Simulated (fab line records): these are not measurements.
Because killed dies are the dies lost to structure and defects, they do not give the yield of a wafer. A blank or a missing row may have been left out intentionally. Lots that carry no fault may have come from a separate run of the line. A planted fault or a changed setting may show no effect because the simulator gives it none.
A struck lot beside a sound one -- flow berkeley_cmos170 -- 44 steps out of a route of 331
Sound: the wafers L824.2, L824.3, L824.4. Wafers struck: L829.1, L829.2, L829.4. The cause comes at the end.
For every step that has rows: the tool of each side, followed by ch and its chambers, followed by its first start. Under that, the readings that differ: sound wafers -- struck wafers -- difference of the means -- sigmas: that difference in standard deviations of wafers without a fault.
alike: words and numbers the same on both sides, and readings whose means are apart by under 2 such deviations; not compared: readings that were withheld, readings missing a value for some wafer, numbers with overlapping values and no deviation given by the record, and bounds like >300 which may hide the same value.
A row with sigmas, a row that says differs or no value, or rows on one side alone: a step with any of these is where the two part. Numbers that have no deviation but don't overlap get no sigmas and don't part them. A reading missing from all wafers of one side parts the sides only when that side holds two or more wafers.

UCB170_GATE_ETCH_15: etches poly-Si in HBr/Cl2, stops on SiO2, time 56.3 s, target depth 278.2 nm.
  sound on rie_si-02 ch 0,1,3, day 8 11:07; struck on rie_si-02 ch 0,1,3, day 9 10:41
  alike: drypump_motor_current_A, oes_product_au, rf_hours_counter_h, throttle_valve_pct
UCB170_GATE_STRIP_16: strips in O2.
  sound on plasma_asher-01 ch 0,1, day 8 11:10; struck on plasma_asher-03 ch 0,1, day 9 10:44
  alike: drypump_motor_current_A, oes_product_au
  not compared: rf_hours_counter_h
UCB170_GATE_CD_MEAS_90 targets a cd of 350 nm.
  sound on cd_sem-02, day 8 11:20; struck on cd_sem-02, day 9 10:52
  alike: cd_nm
then, 7 steps without rows for these wafers: UCB170_GATE_CLEAN_17 (cleans in SPM, time 600 s); UCB170_PLDD_HMDS_00 (prime time 60 s); UCB170_PLDD_COAT_01 (resist thk 900 nm); UCB170_PLDD_SOFTBAKE_02 (time 60 s); UCB170_PLDD_EXPOSE_03 (exposes mask PSELECT, target cd 1200 nm); UCB170_PLDD_PEB_04; UCB170_PLDD_DEVELOP_05 (develop time 45 s).
UCB170_PLDD_CD_MEAS_06 targets a cd of 1200 nm.
  sound on cd_sem-02, day 8 13:23; struck on cd_sem-01, day 9 12:38
  alike: cd_nm
UCB170_PLDD_OVL_MEAS_07:
  sound on overlay-01, day 8 13:30; struck on overlay-01, day 9 12:46
  alike: PLDD_OVL
UCB170_PLDD_IMPLANT_08:
  sound on implanter-02 ch 0, day 8 13:33; struck on implanter-02 ch 0, day 9 12:47
reading,sound,struck,difference,sigmas
beam_on_s (s),10.11 9.68 9.92,37.18 37.89 37.57,+27.64,+99 or more
dose_ions_cm2,4.998e+13 5.003e+13 4.997e+13,2.5006e+14 2.4997e+14 2.5008e+14,+2.0004e+14,+99 or more
faraday_current_uA,156.8 163.0 159.9,212.7 209.8 210.7,+51.2,+18
  alike: beam_energy_keV
then, 2 steps without rows for these wafers: UCB170_PLDD_IMPLANT_09; UCB170_PLDD_STRIP_10 (strips in O2).
UCB170_PLDD_TW_MEAS_11:
  sound on film_metro-04, day 8 13:56; struck on film_metro-04, day 9 13:11
reading,sound,struck,difference,sigmas
PLDD_TW,1033 1030 1038,1443 1437 1436,+405,+29
then, 7 steps without rows for these wafers: UCB170_PLDD_CLEAN_12 (cleans in SPM, time 600 s); UCB170_NLDD_HMDS_00 (prime time 60 s); UCB170_NLDD_COAT_01 (resist thk 900 nm); UCB170_NLDD_SOFTBAKE_02 (time 60 s); UCB170_NLDD_EXPOSE_03 (exposes mask NSELECT, target cd 1200 nm); UCB170_NLDD_PEB_04; UCB170_NLDD_DEVELOP_05 (develop time 45 s).
UCB170_NLDD_CD_MEAS_06 targets a cd of 1200 nm.
  sound on cd_sem-02, day 8 15:51; struck on cd_sem-02, day 9 14:42
  alike: cd_nm
UCB170_NLDD_OVL_MEAS_07:
  sound on overlay-01, day 8 15:58; struck on overlay-02, day 9 14:49
  alike: NLDD_OVL
then, 2 steps without rows for these wafers: UCB170_NLDD_IMPLANT_08; UCB170_NLDD_IMPLANT_09.
UCB170_NLDD_STRIP_10: strips in O2.
  sound on plasma_asher-02 ch 0,1, day 8 16:17; struck on plasma_asher-03 ch 0,1, day 9 15:10
  alike: drypump_motor_current_A, oes_product_au, strip_time_to_endpoint_s
  not compared: rf_hours_counter_h
UCB170_NLDD_TW_MEAS_11:
  sound on film_metro-03, day 8 16:24; struck on film_metro-01, day 9 15:16
  alike: NLDD_TW
then, 1 step without rows for these wafers: UCB170_NLDD_CLEAN_12 (cleans in SPM, time 600 s).
UCB170_SPACER_CVD_00: deposits SiO2 from TEOS/O2, target thk 376 nm, time 47 s.
  sound on pecvd-04 ch 0,1,2, day 8 16:38; struck on pecvd-02 ch 0,2, day 9 15:29
  alike: heater_power_w, pressure_mtorr, susceptor_temp_C
UCB170_SPACER_THK_MEAS_01:
  sound on film_metro-02, day 8 16:41; struck on film_metro-04, day 9 15:32
  alike: SPACER_TEOS_THK
then, 1 step without rows for these wafers: UCB170_SPACER_ANNEAL_02 (time 1800 s).
UCB170_SPACER_ETCHBACK_03: etches SiO2 in CHF3/CF4/Ar, stops on Si, target depth 376 nm, time 100 s.
  sound on rie_diel-01 ch 0,2,3, day 8 23:16; struck on rie_diel-04 ch 1,2,3, day 9 21:04
  alike: drypump_motor_current_A, oes_product_au, throttle_valve_pct
  not compared: rf_hours_counter_h
then, 6 steps without rows for these wafers: UCB170_PSD_HMDS_00 (prime time 60 s); UCB170_PSD_COAT_01 (resist thk 900 nm); UCB170_PSD_SOFTBAKE_02 (time 60 s); UCB170_PSD_EXPOSE_03 (exposes mask PSELECT MOD, target cd 1200 nm); UCB170_PSD_PEB_04; UCB170_PSD_DEVELOP_05 (develop time 45 s).
UCB170_PSD_CD_MEAS_06 targets a cd of 1200 nm.
  sound on cd_sem-02, day 9 00:49; struck on cd_sem-01, day 9 22:40
  alike: cd_nm
UCB170_PSD_OVL_MEAS_07:
  sound on overlay-01, day 9 00:55; struck on overlay-02, day 9 22:47
  alike: PSD_OVL
UCB170_SDANNEAL_RS_MEAS_04: measurement is done with a four-point probe.
  sound on film_metro-04, day 9 05:11; struck on film_metro-04, day 10 05:35
reading,sound,struck,difference,sigmas
PLDD_RS (ohm/sq),1029.8 1031.2 1028.6,461.9 461.4 461.0,-568.4,-99 or more
following that, these wafers have no rows for 1 step: UCB170_M3_PROBE_99.

WHERE THEY PART
Last at UCB170_SDANNEAL_RS_MEAS_04 as far as this record goes, first at UCB170_PLDD_IMPLANT_08.

WHY: whatever the simulator had introduced
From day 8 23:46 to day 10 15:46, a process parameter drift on implanter-02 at UCB170_PLDD_IMPLANT_08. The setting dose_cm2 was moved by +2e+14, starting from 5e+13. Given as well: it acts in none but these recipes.
